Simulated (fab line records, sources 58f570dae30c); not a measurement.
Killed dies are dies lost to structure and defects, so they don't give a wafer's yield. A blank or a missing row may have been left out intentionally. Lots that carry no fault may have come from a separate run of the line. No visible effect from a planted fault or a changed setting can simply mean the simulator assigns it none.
The tool behind it: which one? || flow berkeley_cmos170 || 14 lots, 42 wafers sampled, at 4 steps of a route of 331

## WHAT THE GAUGES SHOWED, per wafer
UCB170_CONTACT_CD_MEAS_15: target cd 700 nm.
{"lot": "L304", "measured": "day 8 10:47", "on": "cd_sem-01", "cd_nm (nm)": "702.5 702.2 702.8"}
{"lot": "L305", "measured": "day 9 03:28", "on": "cd_sem-02", "cd_nm (nm)": "698.6 699.0 700.6"}
{"lot": "L307", "measured": "day 9 04:06", "on": "cd_sem-02", "cd_nm (nm)": "699.5 701.4 699.8"}
{"lot": "L308", "measured": "day 9 03:42", "on": "cd_sem-02", "cd_nm (nm)": "698.5 697.5 698.6"}
{"lot": "L309", "measured": "day 9 14:30", "on": "cd_sem-02", "cd_nm (nm)": "701.4 703.6 703.3"}
{"lot": "L311", "measured": "day 10 01:44", "on": "cd_sem-01", "cd_nm (nm)": "700.3 700.9 701.6"}
{"lot": "L312", "measured": "day 10 01:50", "on": "cd_sem-02", "cd_nm (nm)": "700.8 702.1 702.2"}
{"lot": "L316", "measured": "day 10 20:03", "on": "cd_sem-02", "cd_nm (nm)": "700.7 700.8 700.3"}
{"lot": "L315", "measured": "day 10 20:36", "on": "cd_sem-02", "cd_nm (nm)": "701.5 701.2 700.6"}
{"lot": "L317", "measured": "day 11 08:04", "on": "cd_sem-02", "cd_nm (nm)": "700.3 700.4 699.2"}
{"lot": "L319", "measured": "day 11 10:08", "on": "cd_sem-01", "cd_nm (nm)": "700.0 699.0 700.6"}
{"lot": "L322", "measured": "day 11 14:53", "on": "cd_sem-01", "cd_nm (nm)": "698.0 699.6 699.4"}
{"lot": "L325", "measured": "day 12 14:25", "on": "cd_sem-02", "cd_nm (nm)": "699.7 700.1 700.2"}
{"lot": "L327", "measured": "day 12 21:47", "on": "cd_sem-01", "cd_nm (nm)": "700.0 699.4 701.3"}

UCB170_V1_CD_MEAS_12: target cd 700 nm.
{"lot": "L304", "measured": "day 8 16:29", "on": "cd_sem-01", "cd_nm (nm)": "699.4 698.3 699.7"}
{"lot": "L305", "measured": "day 9 10:50", "on": "cd_sem-02", "cd_nm (nm)": "703.0 701.6 702.0"}
{"lot": "L307", "measured": "day 9 12:29", "on": "cd_sem-01", "cd_nm (nm)": "701.1 701.4 700.6"}
{"lot": "L308", "measured": "day 9 12:00", "on": "cd_sem-01", "cd_nm (nm)": "698.2 699.5 699.5"}
{"lot": "L309", "measured": "day 9 21:29", "on": "cd_sem-01", "cd_nm (nm)": "701.1 700.8 700.2"}
{"lot": "L311", "measured": "day 10 08:49", "on": "cd_sem-02", "cd_nm (nm)": "698.0 697.4 698.2"}
{"lot": "L312", "measured": "day 10 12:11", "on": "cd_sem-01", "cd_nm (nm)": "699.8 701.2 700.8"}
{"lot": "L316", "measured": "day 11 02:04", "on": "cd_sem-01", "cd_nm (nm)": "700.3 698.4 699.4"}
{"lot": "L315", "measured": "day 11 03:19", "on": "cd_sem-01", "cd_nm (nm)": "700.6 702.3 702.6"}
{"lot": "L317", "measured": "day 11 13:50", "on": "cd_sem-01", "cd_nm (nm)": "699.6 700.1 701.4"}
{"lot": "L319", "measured": "day 11 17:47", "on": "cd_sem-02", "cd_nm (nm)": "699.9 701.0 700.7"}
{"lot": "L322", "measured": "day 11 21:39", "on": "cd_sem-01", "cd_nm (nm)": "699.8 699.7 698.7"}
{"lot": "L325", "measured": "day 12 22:52", "on": "cd_sem-02", "cd_nm (nm)": "698.0 698.9 697.5"}
{"lot": "L327", "measured": "day 13 04:05", "on": "cd_sem-02", "cd_nm (nm)": "699.4 698.8 699.0"}

## WHICH TOOL RAN EACH LOT (tool, then ch and the chambers of the sampled wafers, then the start)
{"lot": "L304", "UCB170_NWELL_STRIP_15": "plasma_asher-01 ch 0,1, day 2 08:23", "UCB170_PLDD_IMPLANT_09": "implanter-02 ch 0, day 7 14:47"}
{"lot": "L305", "UCB170_NWELL_STRIP_15": "plasma_asher-03 ch 0,1, day 2 18:54", "UCB170_PLDD_IMPLANT_09": "implanter-02 ch 0, day 8 05:35"}
{"lot": "L307", "UCB170_NWELL_STRIP_15": "plasma_asher-01 ch 0,1, day 3 02:26", "UCB170_PLDD_IMPLANT_09": "implanter-02 ch 0, day 8 06:11"}
{"lot": "L308", "UCB170_NWELL_STRIP_15": "plasma_asher-03 ch 0,1, day 3 02:30", "UCB170_PLDD_IMPLANT_09": "implanter-04 ch 0, day 8 05:45"}
{"lot": "L309", "UCB170_NWELL_STRIP_15": "plasma_asher-03 ch 0,1, day 3 18:39", "UCB170_PLDD_IMPLANT_09": "implanter-02 ch 0, day 8 17:27"}
{"lot": "L311", "UCB170_NWELL_STRIP_15": "plasma_asher-03 ch 0,1, day 4 00:16", "UCB170_PLDD_IMPLANT_09": "implanter-04 ch 0, day 9 06:35"}
{"lot": "L312", "UCB170_NWELL_STRIP_15": "plasma_asher-01 ch 0,1, day 4 08:17", "UCB170_PLDD_IMPLANT_09": "implanter-02 ch 0, day 9 06:47"}
{"lot": "L316", "UCB170_NWELL_STRIP_15": "plasma_asher-03 ch 0,1, day 5 03:13", "UCB170_PLDD_IMPLANT_09": "implanter-01 ch 0, day 9 22:05"}
{"lot": "L315", "UCB170_NWELL_STRIP_15": "plasma_asher-02 ch 1, day 5 03:29", "UCB170_PLDD_IMPLANT_09": "implanter-02 ch 0, day 9 22:03"}
{"lot": "L317", "UCB170_NWELL_STRIP_15": "plasma_asher-02 ch 0,1, day 5 09:17", "UCB170_PLDD_IMPLANT_09": "implanter-04 ch 0, day 10 11:39"}
{"lot": "L319", "UCB170_NWELL_STRIP_15": "plasma_asher-02 ch 0,1, day 5 19:29", "UCB170_PLDD_IMPLANT_09": "implanter-02 ch 0, day 10 12:21"}
{"lot": "L322", "UCB170_NWELL_STRIP_15": "plasma_asher-02 ch 0,1, day 6 10:11", "UCB170_PLDD_IMPLANT_09": "implanter-04 ch 0, day 10 19:02"}
{"lot": "L325", "UCB170_NWELL_STRIP_15": "plasma_asher-03 ch 0,1, day 6 18:46", "UCB170_PLDD_IMPLANT_09": "implanter-02 ch 0, day 11 17:09"}
{"lot": "L327", "UCB170_NWELL_STRIP_15": "plasma_asher-01 ch 0,1, day 7 08:44", "UCB170_PLDD_IMPLANT_09": "implanter-02 ch 0, day 12 03:31"}
- UCB170_NWELL_STRIP_15: strips in O2.
- UCB170_PLDD_IMPLANT_09

## AS READ BY THE TOOLS THEMSELVES (means over the sampled wafers that have a number; for cases with no such wafer, the mark the record gives instead)
UCB170_NWELL_STRIP_15.
{"lot": "L304", "tool": "plasma_asher-01", "drypump_motor_current_A (A)": 6.28, "oes_product_au (a.u.)": 0.722, "strip_time_to_endpoint_s (s)": 18.14}
{"lot": "L305", "tool": "plasma_asher-03", "drypump_motor_current_A (A)": 5.97, "oes_product_au (a.u.)": 0.720, "strip_time_to_endpoint_s (s)": 17.98}
{"lot": "L307", "tool": "plasma_asher-01", "drypump_motor_current_A (A)": 6.24, "oes_product_au (a.u.)": 0.721, "strip_time_to_endpoint_s (s)": 17.96}
{"lot": "L308", "tool": "plasma_asher-03", "drypump_motor_current_A (A)": 6.02, "oes_product_au (a.u.)": 0.724, "strip_time_to_endpoint_s (s)": 17.96}
{"lot": "L309", "tool": "plasma_asher-03", "drypump_motor_current_A (A)": 5.94, "oes_product_au (a.u.)": 0.722, "strip_time_to_endpoint_s (s)": 18.05}
{"lot": "L311", "tool": "plasma_asher-03", "drypump_motor_current_A (A)": 5.99, "oes_product_au (a.u.)": 0.715, "strip_time_to_endpoint_s (s)": 18.09}
{"lot": "L312", "tool": "plasma_asher-01", "drypump_motor_current_A (A)": 6.26, "oes_product_au (a.u.)": 0.718, "strip_time_to_endpoint_s (s)": 17.95}
{"lot": "L316", "tool": "plasma_asher-03", "drypump_motor_current_A (A)": 6.19, "oes_product_au (a.u.)": 0.724, "strip_time_to_endpoint_s (s)": 17.98}
{"lot": "L315", "tool": "plasma_asher-02", "drypump_motor_current_A (A)": 6.56, "oes_product_au (a.u.)": 0.717, "strip_time_to_endpoint_s (s)": 18.09}
{"lot": "L317", "tool": "plasma_asher-02", "drypump_motor_current_A (A)": 6.43, "oes_product_au (a.u.)": 0.724, "strip_time_to_endpoint_s (s)": 18.01}
{"lot": "L319", "tool": "plasma_asher-02", "drypump_motor_current_A (A)": 6.42, "oes_product_au (a.u.)": 0.718, "strip_time_to_endpoint_s (s)": 17.89}
{"lot": "L322", "tool": "plasma_asher-02", "drypump_motor_current_A (A)": 6.43, "oes_product_au (a.u.)": 0.719, "strip_time_to_endpoint_s (s)": 18.18}
{"lot": "L325", "tool": "plasma_asher-03", "drypump_motor_current_A (A)": 6.21, "oes_product_au (a.u.)": 0.723, "strip_time_to_endpoint_s (s)": 17.96}
{"lot": "L327", "tool": "plasma_asher-01", "drypump_motor_current_A (A)": 6.30, "oes_product_au (a.u.)": 0.714, "strip_time_to_endpoint_s (s)": 17.98}

UCB170_PLDD_IMPLANT_09.
{"lot": "L304", "tool": "implanter-02", "faraday_current_uA": 160, "rotation_deg (degrees)": 179.99}
{"lot": "L305", "tool": "implanter-02", "faraday_current_uA": 157, "rotation_deg (degrees)": 180.01}
{"lot": "L307", "tool": "implanter-02", "faraday_current_uA": 154, "rotation_deg (degrees)": 179.97}
{"lot": "L308", "tool": "implanter-04", "faraday_current_uA": 161, "rotation_deg (degrees)": 179.99}
{"lot": "L309", "tool": "implanter-02", "faraday_current_uA": 157, "rotation_deg (degrees)": 179.96}
{"lot": "L311", "tool": "implanter-04", "faraday_current_uA": 159, "rotation_deg (degrees)": 180.01}
{"lot": "L312", "tool": "implanter-02", "faraday_current_uA": 159, "rotation_deg (degrees)": 180.01}
{"lot": "L316", "tool": "implanter-01", "faraday_current_uA": 161, "rotation_deg (degrees)": 180.00}
{"lot": "L315", "tool": "implanter-02", "faraday_current_uA": 158, "rotation_deg (degrees)": 180.02}
{"lot": "L317", "tool": "implanter-04", "faraday_current_uA": 158, "rotation_deg (degrees)": 360.01}
{"lot": "L319", "tool": "implanter-02", "faraday_current_uA": 158, "rotation_deg (degrees)": 179.99}
{"lot": "L322", "tool": "implanter-04", "faraday_current_uA": 158, "rotation_deg (degrees)": 360.00}
{"lot": "L325", "tool": "implanter-02", "faraday_current_uA": 155, "rotation_deg (degrees)": 179.99}
{"lot": "L327", "tool": "implanter-02", "faraday_current_uA": 160, "rotation_deg (degrees)": 179.99}

## THE ANSWER, worked out from the rows above alone
Rule: usual is defined by the lots themselves. Put in order of their means at a reading, lots are off if they are a third of the lots or fewer, leave a main group of 4 or more, and stand apart from it by a gap of 3 or more times the standard deviation of the main group's means; of several such gaps the widest counts. A main group whose means are all the same, to the digits that the tables above print for the reading, isn't used. A lot without any number at a reading at which 4 lots or more have one is off too. All remaining lots with rows at the step are treated as sound. Order of review: gauges by route order, followed by the tools' own readings, for which a lot's mean as printed above is used. At the first step where some lot is off, the reading lying furthest off is the one used; lots without a number count as furthest.
Off: L317, L322 (UCB170_PLDD_IMPLANT_09, rotation_deg). The main group: mean 179.99 degrees, standard deviation 0.017.
A tool fits if, at that step or a process step before it, it ran every lot that is off, and no sound lot after the first of them. One candidate fits, namely implanter-04 at UCB170_PLDD_IMPLANT_09. Its last sound lot is L311 (day 9 06:35), its first lot that is off L317 (day 10 11:39): a fault that began between those two fits.
The tool's own readings at UCB170_PLDD_IMPLANT_09 bear it out: on the lots that are off they differ by more than 5 times the standard deviation of the sound lots' means. rotation_deg reads 360.00 degrees there against 179.99 degrees on the sound lots.

## WHAT WAS PUT IN BY THE SIMULATOR
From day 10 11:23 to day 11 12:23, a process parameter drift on implanter-04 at UCB170_PLDD_IMPLANT_09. Setting rotation_deg, moved by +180, from 180. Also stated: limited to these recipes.
Struck lots among those shown: L317, L322. The same result came from the rule above.
